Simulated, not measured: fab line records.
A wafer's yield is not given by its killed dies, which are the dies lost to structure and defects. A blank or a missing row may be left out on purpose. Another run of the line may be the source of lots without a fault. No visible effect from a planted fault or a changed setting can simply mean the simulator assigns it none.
Which tool is to blame?    flow berkeley cmos170    14 lots, 42 wafers sampled, at 5 steps of a route of 331

## WHAT EACH GAUGE READ, for each wafer
UCB170_PFIELD_TW_MEAS_09.
lot   measured     on             PFIELD_TW
L148  day 5 06:56  film metro-02  599 599 595
L150  day 5 18:22  film metro-03  603 604 606
L152  day 5 18:38  film metro-01  600 602 602
L149  day 5 19:22  film metro-01  603 602 605
L153  day 6 08:09  film metro-03  604 604 605
L155  day 6 08:44  film metro-03  607 605 606
L157  day 6 22:00  film metro-01  608 609 610
L156  day 6 22:46  film metro-03  603 609 610
L158  day 7 12:52  film metro-02  600 598 598
L159  day 7 13:25  film metro-02  598 599 597
L161  day 7 23:46  film metro-01  605 609 609
L167  day 9 01:59  film metro-03  595 598 596
L168  day 9 12:43  film metro-01  607 606 603
L169  day 9 13:19  film metro-03  595 598 597

UCB170_PLDD_CD_MEAS_06: target cd 1200 nm.
lot   measured      on         cd nm (nm)
L148  day 7 17:19   cd sem-01  1198.0 1199.3 1198.0
L150  day 8 06:57   cd sem-02  1199.0 1199.6 1199.1
L152  day 8 07:07   cd sem-01  1198.4 1199.0 1200.0
L149  day 8 06:49   cd sem-01  1198.3 1197.8 1197.1
L153  day 8 23:53   cd sem-01  1199.0 1199.9 1198.5
L155  day 8 23:39   cd sem-02  1200.3 1202.2 1202.0
L157  day 9 16:13   cd sem-01  1199.3 1199.4 1200.1
L156  day 9 15:39   cd sem-01  1198.5 1197.5 1198.7
L158  day 9 23:50   cd sem-01  1200.2 1198.6 1199.2
L159  day 10 00:05  cd sem-02  1200.3 1199.1 1199.6
L161  day 10 15:23  cd sem-01  1201.1 1200.4 1198.9
L167  day 11 20:23  cd sem-01  1200.9 1201.1 1199.8
L168  day 12 00:49  cd sem-02  1206.3 1211.7 1203.4
L169  day 12 01:07  cd sem-01  1209.9 1205.3 1207.5

UCB170_PLDD_OVL_MEAS_07.
lot   measured      on          PLDD_OVL (nm)
L148  day 7 17:26   overlay-02  3 3 -1
L150  day 8 07:04   overlay-01  3 0 9
L152  day 8 07:13   overlay-02  10 -2 10
L149  day 8 06:56   overlay-02  0 -6 -4
L153  day 8 23:57   overlay-02  2 -1 9
L155  day 8 23:46   overlay-01  8 7 4
L157  day 9 16:19   overlay-02  7 11 14
L156  day 9 15:46   overlay-02  2 0 3
L158  day 9 23:58   overlay-01  -5 1 5
L159  day 10 00:12  overlay-02  10 9 10
L161  day 10 15:31  overlay-02  -1 -1 -4
L167  day 11 20:31  overlay-02  -11 6 -2
L168  day 12 00:56  overlay-01  -6 10 1
L169  day 12 01:13  overlay-01  -4 -12 0

UCB170_SILICIDE_THK_MEAS_03: measures by xrf.
lot   measured      on             SILICIDE_TI_THK (nm)
L148  day 8 07:38   film metro-04  29.4 29.7 29.4
L150  day 8 23:53   film metro-03  30.5 30.6 30.6
L152  day 8 23:37   film metro-03  30.2 30.2 30.2
L149  day 8 23:22   film metro-03  30.1 29.9 30.0
L153  day 9 17:31   film metro-03  29.0 29.3 30.2
L155  day 9 17:00   film metro-03  30.1 30.3 30.0
L157  day 10 07:58  film metro-03  29.9 30.3 30.2
L156  day 10 07:34  film metro-03  30.1 29.9 30.0
L158  day 10 14:06  film metro-03  29.8 29.8 29.9
L159  day 10 14:41  film metro-03  30.0 30.2 29.9
L161  day 11 06:28  film metro-03  29.3 30.2 30.1
L167  day 12 17:05  film metro-03  29.9 29.7 30.1
L168  day 12 17:23  film metro-04  30.3 30.0 30.0
L169  day 12 17:23  film metro-02  30.5 30.7 30.2

## EACH LOT AND THE TOOL THAT RAN IT (in order: tool; ch and the chambers of the sampled wafers; start)
lot   UCB170_PLDD_EXPOSE_03
L148  krf scanner-02 ch 0, day 7 16:50
L150  krf scanner-01 ch 0, day 8 06:10
L152  krf scanner-02 ch 0, day 8 06:24
L149  krf scanner-01 ch 0, day 8 06:01
L153  krf scanner-02 ch 0, day 8 23:28
L155  krf scanner-01 ch 0, day 8 23:07
L157  krf scanner-01 ch 0, day 9 15:29
L156  krf scanner-01 ch 0, day 9 15:06
L158  krf scanner-02 ch 0, day 9 23:27
L159  krf scanner-01 ch 0, day 9 23:41
L161  krf scanner-01 ch 0, day 10 14:40
L167  krf scanner-01 ch 0, day 11 19:14
L168  krf scanner-02 ch 0, day 11 23:38
L169  krf scanner-02 ch 0, day 12 00:07
- UCB170_PLDD_EXPOSE_03: exposes mask PSELECT, target cd 1200 nm.

## WHAT THE TOOLS THEMSELVES READ (means of the sampled wafers that have a number; where no wafer has one, the mark that the record gives instead)
The record holds no such reading with a usual standard deviation.

## THE ANSWER, worked out from the rows above alone
Rule: usual is defined by the lots themselves. Put in order of their means at a reading, lots are off if they are a third of the lots or fewer, leave a main group of 4 or more, and stand apart from it by a gap of 3 or more times the standard deviation of the main group's means; of several such gaps the widest counts. Not used: any main group whose means are identical at the precision the tables above print for the reading. A lot without any number at a reading at which 4 lots or more have one is off too. All remaining lots with rows at the step are treated as sound. After the gauges, taken in route order, come the tools' own readings; for these a lot's mean is taken, as printed above. The first step at which some lot is off is used, and at that step the reading that is off furthest; a lot without a number counts as furthest.
Off: L168, L169, at UCB170_PLDD_CD_MEAS_06 (cd nm). For the main group the mean is 1199.4 nm and the standard deviation 0.99.
If a tool, at a process step before that reading, ran all the lots that are off and no sound lot after the first of them, it fits. Those tools and the gauges at UCB170_PLDD_CD_MEAS_06 are tried in the same way. One fits: krf scanner-02 at UCB170_PLDD_EXPOSE_03. Its last sound lot is L158 (day 9 23:27), its first lot that is off L168 (day 11 23:38): a fault that began between those two fits.

## WHAT WAS PUT IN BY THE SIMULATOR
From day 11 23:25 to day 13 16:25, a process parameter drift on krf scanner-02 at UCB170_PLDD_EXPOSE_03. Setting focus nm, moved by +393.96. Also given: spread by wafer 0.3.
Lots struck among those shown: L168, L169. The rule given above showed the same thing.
